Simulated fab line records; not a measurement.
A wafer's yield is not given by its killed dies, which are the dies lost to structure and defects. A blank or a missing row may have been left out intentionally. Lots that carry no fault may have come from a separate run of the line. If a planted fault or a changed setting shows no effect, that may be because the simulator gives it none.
The tool behind it: which one? / flow ritCmos / 33 wafers from 11 lots sampled at 2 of the route's 202 steps

== WHAT EACH GAUGE READ, for each wafer ==
RIT_M1_RS_MEAS_01: uses a four-point probe to measure.
lot=L685; measured=day 3 05:54; on=filmMetro-02; M1_AL_RS (ohm/sq)=0.0738 0.0742 0.0748
lot=L686; measured=day 3 10:35; on=filmMetro-03; M1_AL_RS (ohm/sq)=0.0741 0.0745 0.0744
lot=L687; measured=day 3 15:46; on=filmMetro-01; M1_AL_RS (ohm/sq)=0.0733 0.0743 0.0739
lot=L688; measured=day 3 19:07; on=filmMetro-01; M1_AL_RS (ohm/sq)=0.0733 0.0734 0.0734
lot=L691; measured=day 4 11:15; on=filmMetro-03; M1_AL_RS (ohm/sq)=0.0747 0.0733 0.0737
lot=L696; measured=day 5 12:48; on=filmMetro-02; M1_AL_RS (ohm/sq)=0.0745 0.0767 0.0729
lot=L699; measured=day 6 03:48; on=filmMetro-01; M1_AL_RS (ohm/sq)=0.0728 0.0735 0.0725
lot=L701; measured=day 6 12:37; on=filmMetro-03; M1_AL_RS (ohm/sq)=0.0741 0.0729 0.0740
lot=L703; measured=day 7 00:33; on=filmMetro-01; M1_AL_RS (ohm/sq)=0.0737 0.0738 0.0735
lot=L705; measured=day 7 09:38; on=filmMetro-02; M1_AL_RS (ohm/sq)=0.0732 0.0726 0.0725
lot=L707; measured=day 7 19:24; on=filmMetro-03; M1_AL_RS (ohm/sq)=0.0737 0.0745 0.0743

== TOOL THAT RAN EACH LOT (tool first, then ch and the chambers of the sampled wafers, then the start) ==
lot=L685; RIT_M1_SPUTTER_00=pvdSputter-02, day 3 05:35
lot=L686; RIT_M1_SPUTTER_00=pvdSputter-03, day 3 10:15
lot=L687; RIT_M1_SPUTTER_00=pvdSputter-02, day 3 15:27
lot=L688; RIT_M1_SPUTTER_00=pvdSputter-03, day 3 18:49
lot=L691; RIT_M1_SPUTTER_00=pvdSputter-02, day 4 10:55
lot=L696; RIT_M1_SPUTTER_00=pvdSputter-03, day 5 12:29
lot=L699; RIT_M1_SPUTTER_00=pvdSputter-01, day 6 03:29
lot=L701; RIT_M1_SPUTTER_00=pvdSputter-02, day 6 12:17
lot=L703; RIT_M1_SPUTTER_00=pvdSputter-02, day 7 00:13
lot=L705; RIT_M1_SPUTTER_00=pvdSputter-02, day 7 09:20
lot=L707; RIT_M1_SPUTTER_00=pvdSputter-02, day 7 19:06
- RIT_M1_SPUTTER_00: material Al, target thk 400 nm, time 500 s.

== THE ANSWER, worked out from the rows above alone ==
Rule: usual is defined by the lots themselves. The widest of any qualifying gaps counts: lots, ordered by their means at a reading, are off when they make up no more than a third of the lots, leave a main group of 4 or more, and stand apart from it by 3 or more times the standard deviation of that group's means. The tables above print the reading to a certain number of digits; a main group whose means all agree to those digits is not used. Also off: a lot with no number at a reading for which 4 or more lots have one. Where the step has rows for the other lots, those lots are counted as sound.
No lot is off on any of the readings shown, so nothing can be concluded from this.

== WHAT HAD BEEN PUT IN BY THE SIMULATOR ==
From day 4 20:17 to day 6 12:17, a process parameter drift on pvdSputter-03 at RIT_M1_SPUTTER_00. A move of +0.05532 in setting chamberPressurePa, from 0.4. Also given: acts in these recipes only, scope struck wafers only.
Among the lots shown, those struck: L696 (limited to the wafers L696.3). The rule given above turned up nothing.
